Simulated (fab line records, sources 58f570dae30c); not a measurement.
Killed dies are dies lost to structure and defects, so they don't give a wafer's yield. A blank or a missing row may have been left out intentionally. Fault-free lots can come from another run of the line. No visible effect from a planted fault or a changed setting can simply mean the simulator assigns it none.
Which tool is to blame? + flow berkeleyCmos170 + 14 lots with 42 wafers sampled at 6 steps, on a route of 331 steps

WHAT THE GAUGES READ, wafer by wafer
UCB170_ACTIVE_OVL_MEAS_14. Usual: for ACTIVE_OVL the level is 2 nm and the standard deviation is 5.
| lot  | measured    | on         | ACTIVE_OVL (nm) | flag |
|------|-------------|------------|-----------------|------|
| L610 | day 3 17:27 | overlay-01 | -3 -6 -7        |      |
| L611 | day 4 10:29 | overlay-02 | -3 -1 9         |      |
| L612 | day 4 16:40 | overlay-02 | -2 -2 1         |      |
| L616 | day 5 07:43 | overlay-02 | 7 4 3           |      |
| L617 | day 5 19:13 | overlay-02 | 0 8 10          |      |
| L622 | day 6 10:32 | overlay-01 | -3 2 0          |      |
| L620 | day 6 10:48 | overlay-02 | -4 2 -1         |      |
| L623 | day 6 20:03 | overlay-01 | 0 1 9           |      |
| L627 | day 7 20:44 | overlay-01 | 2 -1 0          |      |
| L629 | day 8 07:10 | overlay-01 | -1 -2 9         |      |
| L628 | day 8 07:45 | overlay-02 | 4 8 3           |      |
| L630 | day 8 12:57 | overlay-01 | 2 3 4           |      |
| L632 | day 8 22:11 | overlay-02 | 4 -2 -5         |      |
| L633 | day 8 22:19 | overlay-01 | 0 8 8           |      |

UCB170_SCREENOX_THK_MEAS_02. Usual: for SCREENOX_OXIDE_THK the level is 14.5 nm and the standard deviation is 0.34.
| lot  | measured    | on           | SCREENOX_OXIDE_THK (nm) | flag |
|------|-------------|--------------|-------------------------|------|
| L610 | day 4 16:58 | filmMetro-04 | 14.5 14.4 14.4          |      |
| L611 | day 5 10:43 | filmMetro-04 | 14.7 14.8 14.5          |      |
| L612 | day 5 15:52 | filmMetro-04 | 14.8 14.8 14.6          |      |
| L616 | day 6 10:53 | filmMetro-01 | 14.8 14.9 14.7          |      |
| L617 | day 6 22:53 | filmMetro-04 | 14.6 14.5 14.4          |      |
| L622 | day 7 14:31 | filmMetro-02 | 14.0 14.3 14.3          |      |
| L620 | day 7 14:30 | filmMetro-01 | 14.3 14.9 14.7          |      |
| L623 | day 8 00:16 | filmMetro-04 | 14.1 14.2 14.1          |      |
| L627 | day 8 23:14 | filmMetro-02 | 14.5 14.7 14.5          |      |
| L629 | day 9 09:11 | filmMetro-02 | 14.3 14.1 14.1          |      |
| L628 | day 9 09:11 | filmMetro-01 | 14.8 14.9 14.9          |      |
| L630 | day 9 16:07 | filmMetro-01 | 15.4 15.4 14.9          |      |
| L632 | day 9 21:44 | filmMetro-01 | 13.8 14.0 14.3          |      |
| L633 | day 9 21:41 | filmMetro-04 | 14.4 14.7 14.5          |      |

UCB170_GATE_CD_MEAS_90: target cd 350 nm. Usual: cdNm at 349.9 nm, with a standard deviation of 1.6.
| lot  | measured     | on       | cdNm (nm)         | flag |
|------|--------------|----------|-------------------|------|
| L610 | day 5 10:55  | cdSem-02 | 349.7 350.4 349.8 |      |
| L611 | day 6 07:47  | cdSem-02 | 349.0 350.3 349.7 |      |
| L612 | day 6 17:20  | cdSem-01 | 352.6 352.6 350.7 |      |
| L616 | day 7 10:01  | cdSem-02 | 349.9 350.7 348.6 |      |
| L617 | day 7 19:38  | cdSem-01 | 350.7 350.3 351.6 |      |
| L622 | day 8 11:35  | cdSem-01 | - - -             | OFF  |
| L620 | day 8 11:18  | cdSem-02 | - - -             | OFF  |
| L623 | day 8 20:51  | cdSem-01 | 352.4 351.5 350.9 |      |
| L627 | day 9 23:06  | cdSem-02 | 349.9 349.7 350.4 |      |
| L629 | day 10 08:08 | cdSem-01 | 350.9 349.7 349.5 |      |
| L628 | day 10 08:02 | cdSem-02 | 347.7 349.1 349.2 |      |
| L630 | day 10 13:16 | cdSem-02 | 349.5 351.1 350.5 |      |
| L632 | day 10 20:53 | cdSem-02 | 348.6 351.4 349.7 |      |
| L633 | day 10 20:47 | cdSem-02 | 350.6 348.6 347.6 |      |

WHICH TOOL RAN EACH LOT (tool, then ch and the chambers of the sampled wafers, then the start)
| lot  | UCB170_NVT_STRIP_08                 | UCB170_GATE_ETCH_14               | UCB170_GATE_ETCH_15             |
|------|-------------------------------------|-----------------------------------|---------------------------------|
| L610 | plasmaAsher-01 ch 0,1, day 4 21:48  | rieDiel-02 ch 0,1,2, day 5 10:43  | rieSi-01 ch 0,1,2, day 5 10:45  |
| L611 | plasmaAsher-04 ch 0,1, day 5 15:51  | rieDiel-01 ch 0,1,2, day 6 07:35  | rieSi-01 ch 0,2, day 6 07:38    |
| L612 | plasmaAsher-01 ch 0,1, day 5 21:35  | rieDiel-02 ch 0,1, day 6 17:08    | rieSi-01 ch 1,3, day 6 17:11    |
| L616 | plasmaAsher-03 ch 0,1, day 6 16:07  | rieDiel-01 ch 0,2,3, day 7 09:49  | rieSi-02 ch 1,2,3, day 7 09:52  |
| L617 | plasmaAsher-04 ch 0,1, day 7 03:50  | rieDiel-04 ch 0,1,2, day 7 19:27  | rieSi-01 ch 0,1,3, day 7 19:29  |
| L622 | plasmaAsher-01 ch 0,1, day 7 19:57  | rieDiel-04 ch 2,3, day 8 11:22    | rieSi-01 ch 0,2, day 8 11:25    |
| L620 | plasmaAsher-01 ch 0,1, day 7 19:38  | rieDiel-02 ch 0,1,3, day 8 11:05  | rieSi-02 ch 1,2,3, day 8 11:08  |
| L623 | plasmaAsher-03 ch 0,1, day 8 05:44  | rieDiel-02 ch 0,2,3, day 8 20:37  | rieSi-02 ch 0,1,2, day 8 20:40  |
| L627 | plasmaAsher-01 ch 0,1, day 9 04:15  | rieDiel-04 ch 2,3, day 9 22:53    | rieSi-01 ch 0,1,3, day 9 22:56  |
| L629 | plasmaAsher-01 ch 0,1, day 9 15:49  | rieDiel-01 ch 0,1, day 10 07:56   | rieSi-01 ch 0,1,3, day 10 07:59 |
| L628 | plasmaAsher-04 ch 0,1, day 9 15:35  | rieDiel-04 ch 0,1, day 10 07:49   | rieSi-02 ch 1,2,3, day 10 07:52 |
| L630 | plasmaAsher-03 ch 0,1, day 9 20:11  | rieDiel-02 ch 0,1,2, day 10 13:01 | rieSi-02 ch 1,2,3, day 10 13:03 |
| L632 | plasmaAsher-01 ch 0,1, day 10 03:31 | rieDiel-01 ch 1,2,3, day 10 20:38 | rieSi-01 ch 0,1,2, day 10 20:40 |
| L633 | plasmaAsher-01 ch 0,1, day 10 03:02 | rieDiel-02 ch 0,3, day 10 20:31   | rieSi-02 ch 0,1, day 10 20:33   |
- UCB170_NVT_STRIP_08: strips in O2.
- UCB170_GATE_ETCH_14: etches BARC in N2/H2.
- UCB170_GATE_ETCH_15: etches poly-Si in HBr/Cl2, stops on SiO2, time 56.3 s, target depth 278.2 nm.

WHAT THE TOOLS THEMSELVES READ (means of the sampled wafers that have a number; where no wafer has one, the mark that the record gives instead)
UCB170_NVT_STRIP_08. Usual: drypumpMotorCurrentA 5.6 A, standard deviation 0.5; oesProductAu 0.734 a.u., standard deviation 0.0047; stripTimeToEndpointS 21.50 s, standard deviation 0.06.
| lot  | tool           | drypumpMotorCurrentA (A) | oesProductAu (a.u.) | stripTimeToEndpointS (s) | flag |
|------|----------------|--------------------------|---------------------|--------------------------|------|
| L610 | plasmaAsher-01 | 5.5                      | 0.731               | 21.39                    |      |
| L611 | plasmaAsher-04 | 5.1                      | 0.733               | 21.53                    |      |
| L612 | plasmaAsher-01 | 5.5                      | 0.736               | 21.49                    |      |
| L616 | plasmaAsher-03 | 6.1                      | 0.728               | 21.47                    |      |
| L617 | plasmaAsher-04 | 5.1                      | 0.732               | 21.53                    |      |
| L622 | plasmaAsher-01 | 5.8                      | 0.738               | 21.46                    |      |
| L620 | plasmaAsher-01 | 5.5                      | 0.734               | 21.47                    |      |
| L623 | plasmaAsher-03 | 6.1                      | 0.734               | 21.47                    |      |
| L627 | plasmaAsher-01 | 5.4                      | 0.734               | 21.50                    |      |
| L629 | plasmaAsher-01 | 5.7                      | 0.731               | 21.49                    |      |
| L628 | plasmaAsher-04 | 5.1                      | 0.731               | 21.51                    |      |
| L630 | plasmaAsher-03 | 6.0                      | 0.731               | 21.53                    |      |
| L632 | plasmaAsher-01 | 5.5                      | 0.735               | 21.47                    |      |
| L633 | plasmaAsher-01 | 5.8                      | 0.731               | 21.40                    |      |

UCB170_GATE_ETCH_14. Usual: biasW 100.0 W, standard deviation 0.31; chamberPressureMTorr 29.995 mTorr, standard deviation 0.029; drypumpMotorCurrentA 5.8 A, standard deviation 0.38; n2FlowSccm 99.97 sccm, standard deviation 0.29; oesProductAu 1.005 a.u., standard deviation 0.021; throttleValvePct 13.31 %, standard deviation 0.18.
| lot  | tool       | biasW (W) | chamberPressureMTorr (mTorr) | drypumpMotorCurrentA (A) | n2FlowSccm (sccm) | oesProductAu (a.u.) | throttleValvePct (%) | flag |
|------|------------|-----------|------------------------------|--------------------------|-------------------|---------------------|----------------------|------|
| L610 | rieDiel-02 | 99.9      | 29.966                       | 6.2                      | 99.84             | 1.020               | 13.22                |      |
| L611 | rieDiel-01 | 100.4     | 29.990                       | 5.7                      | 99.65             | 1.000               | 13.35                |      |
| L612 | rieDiel-02 | 99.9      | 30.007                       | 6.0                      | 100.25            | 1.019               | 13.43                |      |
| L616 | rieDiel-01 | 100.4     | 29.995                       | 5.7                      | 100.13            | 1.002               | 13.31                |      |
| L617 | rieDiel-04 | 100.2     | 30.005                       | 5.6                      | 100.14            | 0.999               | 13.34                |      |
| L622 | rieDiel-04 | -         | -                            | -                        | -                 | -                   | -                    | OFF  |
| L620 | rieDiel-02 | -         | -                            | -                        | -                 | -                   | -                    | OFF  |
| L623 | rieDiel-02 | 100.1     | 29.998                       | 6.2                      | 100.08            | 1.013               | 13.28                |      |
| L627 | rieDiel-04 | 99.9      | 30.012                       | 5.5                      | 99.96             | 1.006               | 13.31                |      |
| L629 | rieDiel-01 | 99.9      | 29.982                       | 5.8                      | 99.88             | 1.006               | 13.45                |      |
| L628 | rieDiel-04 | 100.3     | 30.009                       | 5.7                      | 100.02            | 0.997               | 13.41                |      |
| L630 | rieDiel-02 | 99.7      | 30.005                       | 6.2                      | 99.88             | 1.012               | 13.24                |      |
| L632 | rieDiel-01 | 99.9      | 30.006                       | 5.8                      | 99.76             | 1.017               | 13.41                |      |
| L633 | rieDiel-02 | 99.7      | 29.977                       | 6.2                      | 99.92             | 0.998               | 13.39                |      |

UCB170_GATE_ETCH_15. Usual: HBr_flow_sccm 150.0 sccm, standard deviation 0.45; biasW 150.0 W, standard deviation 0.48; drypumpMotorCurrentA 5.8 A, standard deviation 0.56; oesProductAu 0.824 a.u., standard deviation 0.017; throttleValvePct 26.56 %, standard deviation 0.28.
| lot  | tool     | HBr_flow_sccm (sccm) | biasW (W) | drypumpMotorCurrentA (A) | oesProductAu (a.u.) | throttleValvePct (%) | flag |
|------|----------|----------------------|-----------|--------------------------|---------------------|----------------------|------|
| L610 | rieSi-01 | 150.2                | 150.1     | 6.1                      | 0.821               | 26.71                |      |
| L611 | rieSi-01 | 149.3                | 149.4     | 5.6                      | 0.820               | 26.68                |      |
| L612 | rieSi-01 | 150.1                | 150.3     | 6.3                      | 0.818               | 26.74                |      |
| L616 | rieSi-02 | 149.9                | 149.7     | 5.8                      | 0.842               | 26.25                |      |
| L617 | rieSi-01 | 150.1                | 150.1     | 5.9                      | 0.820               | 26.72                |      |
| L622 | rieSi-01 | 150.2                | 150.2     | 5.7                      | 0.268               | 26.66                | OFF  |
| L620 | rieSi-02 | 150.5                | 150.4     | 5.8                      | 0.274               | 26.26                | OFF  |
| L623 | rieSi-02 | 150.1                | 149.9     | 5.6                      | 0.828               | 26.37                |      |
| L627 | rieSi-01 | 150.5                | 149.8     | 5.9                      | 0.831               | 26.72                |      |
| L629 | rieSi-01 | 150.6                | 149.6     | 5.9                      | 0.815               | 26.72                |      |
| L628 | rieSi-02 | 149.8                | 150.0     | 5.8                      | 0.846               | 26.26                |      |
| L630 | rieSi-02 | 149.9                | 149.5     | 5.8                      | 0.844               | 26.25                |      |
| L632 | rieSi-01 | 150.2                | 150.5     | 6.1                      | 0.818               | 26.68                |      |
| L633 | rieSi-02 | 150.1                | 150.2     | 5.2                      | 0.807               | 26.48                |      |

THE ANSWER, worked out from the rows above alone
Rule: a lot is off if the mean of its wafers that have a number lies more than 3 standard deviations from the usual mean. A lot without any number at a reading at which 4 lots or more have one is off too. Any other lot the step has rows for is counted as sound. The gauges are gone through in route order, then the tools' own readings, and for those a lot's mean is taken as printed above. The first step at which some lot is off is used, and at that step the reading that is off furthest; a lot without a number counts as furthest.
Off: L622, L620, at UCB170_GATE_CD_MEAS_90 (cdNm). Without a number there: L622, L620.
A tool fits if, at a process step before that reading, it ran every lot that is off, and no sound lot after the first of them. Not tried: the gauges at UCB170_GATE_CD_MEAS_90; whatever is off there is also off at UCB170_GATE_ETCH_14, on other tools, and gauge error can't account for it. No candidate that was tried fits.

WHAT THE SIMULATOR HAD INSERTED
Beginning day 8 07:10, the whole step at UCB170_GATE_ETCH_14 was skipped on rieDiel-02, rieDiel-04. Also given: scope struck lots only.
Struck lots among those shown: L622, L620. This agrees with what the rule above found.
